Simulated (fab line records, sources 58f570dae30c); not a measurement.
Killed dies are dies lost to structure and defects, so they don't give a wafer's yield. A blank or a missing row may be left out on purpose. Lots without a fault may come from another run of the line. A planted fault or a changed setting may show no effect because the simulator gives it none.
Which tool did it? | flow berkeley_cmos170 | 7 lots, 21 wafers sampled, at 1 step of a route of 331

WHAT THE GAUGES READ, wafer by wafer
UCB170_PSD_OVL_MEAS_07.
lot  | measured     | on         | PSD_OVL (nm)
L745 | day 7 04:46  | overlay-02 | -5 -3 4
L746 | day 7 14:08  | overlay-01 | 1 4 -5
L749 | day 7 22:43  | overlay-02 | 6 -2 0
L752 | day 8 16:31  | overlay-02 | 0 6 4
L755 | day 9 11:48  | overlay-02 | -6 -4 -9
L759 | day 10 19:51 | overlay-01 | 3 -2 -6
L764 | day 11 10:26 | overlay-02 | -15 -2 -8

WHICH TOOL RAN EACH LOT (tool, then ch and the chambers of the sampled wafers, then the start)
The record holds no process step before these readings.

THE ANSWER, worked out from the rows above alone
Rule: what is usual is taken from the lots themselves. Put in order of their means at a reading, lots are off if they are a third of the lots or fewer, leave a main group of 4 or more, and stand apart from it by a gap of 3 or more times the standard deviation of the main group's means; of several such gaps the widest counts. A main group whose means are all the same, to the digits that the tables above print for the reading, isn't used. A lot without any number at a reading at which 4 lots or more have one is off too. The other lots that the step has rows for count as sound.
No lot is off at any reading shown: from this, nothing can be told.

WHAT THE SIMULATOR HAD PUT IN
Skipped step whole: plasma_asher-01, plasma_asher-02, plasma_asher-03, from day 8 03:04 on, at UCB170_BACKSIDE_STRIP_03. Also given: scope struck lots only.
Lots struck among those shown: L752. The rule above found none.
